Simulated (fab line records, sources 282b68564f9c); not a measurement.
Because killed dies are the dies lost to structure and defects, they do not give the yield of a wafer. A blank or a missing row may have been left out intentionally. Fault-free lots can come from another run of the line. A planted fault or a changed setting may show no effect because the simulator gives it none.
Split-lot experiment :: flow ritCmos :: 23 wafers read across 5 lots, on a route 202 steps long

== ON THE SPLIT ==
At RIT_PWELL_IMPLANT_08, the setting energyKev was moved away from the recipe's 170 on 11 of the 23 wafers read, by -5.7% to +4.1%. For the rest of the wafers, this setting stayed at what the recipe calls for.

The reading comes from the split's own step.

== THE READING ==
The simulator's own value implant.drpNm, read by no gauge, in nm at RIT_PWELL_IMPLANT_08. No usual value for it is given in the file.

wafer: L076.1
tool, chamber at the split: implanter-01, 0
energyKev as run: 170
against the recipe: recipe
implant.drpNm, nm: 102.9
against lot-mates on the recipe: -

wafer: L076.3
tool, chamber at the split: implanter-01, 0
energyKev as run: 170
against the recipe: recipe
implant.drpNm, nm: 102.9
against lot-mates on the recipe: -

wafer: L076.6
tool, chamber at the split: implanter-01, 0
energyKev as run: 170
against the recipe: recipe
implant.drpNm, nm: 102.9
against lot-mates on the recipe: -

wafer: L076.4
tool, chamber at the split: implanter-01, 0
energyKev as run: 175
against the recipe: +2.9%
implant.drpNm, nm: 103.7
against lot-mates on the recipe: +0.8

wafer: L076.5
tool, chamber at the split: implanter-01, 0
energyKev as run: 175
against the recipe: +2.9%
implant.drpNm, nm: 103.7
against lot-mates on the recipe: +0.8

wafer: L077.1
tool, chamber at the split: implanter-01, 0
energyKev as run: 172.8
against the recipe: +1.6%
implant.drpNm, nm: 103.4
against lot-mates on the recipe: +0.5

wafer: L077.3
tool, chamber at the split: implanter-01, 0
energyKev as run: 172.8
against the recipe: +1.6%
implant.drpNm, nm: 103.4
against lot-mates on the recipe: +0.5

wafer: L077.6
tool, chamber at the split: implanter-01, 0
energyKev as run: 172.8
against the recipe: +1.6%
implant.drpNm, nm: 103.4
against lot-mates on the recipe: +0.5

wafer: L077.4
tool, chamber at the split: implanter-01, 0
energyKev as run: 170
against the recipe: recipe
implant.drpNm, nm: 102.9
against lot-mates on the recipe: -

wafer: L077.5
tool, chamber at the split: implanter-01, 0
energyKev as run: 170
against the recipe: recipe
implant.drpNm, nm: 102.9
against lot-mates on the recipe: -

wafer: L082.1
tool, chamber at the split: implanter-02, 0
energyKev as run: 160.3
against the recipe: -5.7%
implant.drpNm, nm: 100.7
against lot-mates on the recipe: -2.2

wafer: L082.3
tool, chamber at the split: implanter-02, 0
energyKev as run: 160.3
against the recipe: -5.7%
implant.drpNm, nm: 100.7
against lot-mates on the recipe: -2.2

wafer: L082.5
tool, chamber at the split: implanter-02, 0
energyKev as run: 160.3
against the recipe: -5.7%
implant.drpNm, nm: 100.7
against lot-mates on the recipe: -2.2

wafer: L082.4
tool, chamber at the split: implanter-02, 0
energyKev as run: 170
against the recipe: recipe
implant.drpNm, nm: 102.9
against lot-mates on the recipe: -

wafer: L082.6
tool, chamber at the split: implanter-02, 0
energyKev as run: 170
against the recipe: recipe
implant.drpNm, nm: 102.9
against lot-mates on the recipe: -

wafer: L083.1
tool, chamber at the split: implanter-01, 0
energyKev as run: 170
against the recipe: recipe
implant.drpNm, nm: 102.9
against lot-mates on the recipe: -

wafer: L083.2
tool, chamber at the split: implanter-01, 0
energyKev as run: 170
against the recipe: recipe
implant.drpNm, nm: 102.9
against lot-mates on the recipe: -

wafer: L083.4
tool, chamber at the split: implanter-01, 0
energyKev as run: 176.9
against the recipe: +4.1%
implant.drpNm, nm: 104
against lot-mates on the recipe: +1.1

wafer: L083.5
tool, chamber at the split: implanter-01, 0
energyKev as run: 176.9
against the recipe: +4.1%
implant.drpNm, nm: 104
against lot-mates on the recipe: +1.1

wafer: L083.6
tool, chamber at the split: implanter-01, 0
energyKev as run: 176.9
against the recipe: +4.1%
implant.drpNm, nm: 104
against lot-mates on the recipe: +1.1

wafer: L085.1
tool, chamber at the split: implanter-02, 0
energyKev as run: 170
against the recipe: recipe
implant.drpNm, nm: 102.9
against lot-mates on the recipe: -

wafer: L085.2
tool, chamber at the split: implanter-02, 0
energyKev as run: 170
against the recipe: recipe
implant.drpNm, nm: 102.9
against lot-mates on the recipe: -

wafer: L085.3
tool, chamber at the split: implanter-02, 0
energyKev as run: 170
against the recipe: recipe
implant.drpNm, nm: 102.9
against lot-mates on the recipe: -

THE FIT
A straight line over all 23 wafers: implant.drpNm changes by +0.341 nm for each +1% of energyKev; r = +0.99; the points scatter about the line by 0.12 nm.
The same after taking each lot's own level away (the mean of its wafers on the recipe; 23 wafers): +0.341 nm for each +1%; r = +0.99; scatter 0.12 nm.
That fit puts the effect of the largest move of energyKev on the reading at 1.9 nm.
The lots' own levels span 102.90 to 102.90 nm.
The two slopes agree, so the slope changes little with the lot-to-lot level.
Check: for one of the wafers moved furthest among these (-5.7%), held out of the fit, the line's prediction against its lot-mates is -1.99 nm. It came out at -2.2 nm against them.

== FURTHER SPLITS ON THESE WAFERS ==
These wafers also went through other splits before the reading. Each is held against what the fit with the lots' levels taken away leaves over:
other split on the same wafers: RIT_ACTIVE_OXIDATION_01 tempC
wafers away from the commonest value: 15
r with implant.drpNm (lot level and that fit taken away): -0.29

other split on the same wafers: RIT_ACTIVE_EXPOSE_08 doseMj
wafers away from the commonest value: 11
r with implant.drpNm (lot level and that fit taken away): +0.11

other split on the same wafers: RIT_FOX2_CLEAN_02 timeS
wafers away from the commonest value: 10
r with implant.drpNm (lot level and that fit taken away): +0.13

other split on the same wafers: RIT_NWELL_COAT_01 spinRpm
wafers away from the commonest value: 5
r with implant.drpNm (lot level and that fit taken away): +0.03

other split on the same wafers: RIT_NWELL_DEVELOP_05 developTimeS
wafers away from the commonest value: 7
r with implant.drpNm (lot level and that fit taken away): +0.21

== THE WHOLE CHAIN: every reading that the file lists as answering this split, in the file's order ==
step: RIT_PWELL_IMPLANT_08
what it does: 
reading: implant.rpNm (the simulator's own value, which no gauge read)
change (the file's fit): +3.65 nm for each +1% of the setting
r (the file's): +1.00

step: RIT_PWELL_IMPLANT_08
what it does: 
reading: implant.drpNm (the simulator's own value, which no gauge read)
change (the file's fit): +0.332 nm for each +1% of the setting
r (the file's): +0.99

== FILE'S OWN FIT ==
implant.drpNm changes by +0.332 nm for each +1% of energyKev, r = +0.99.
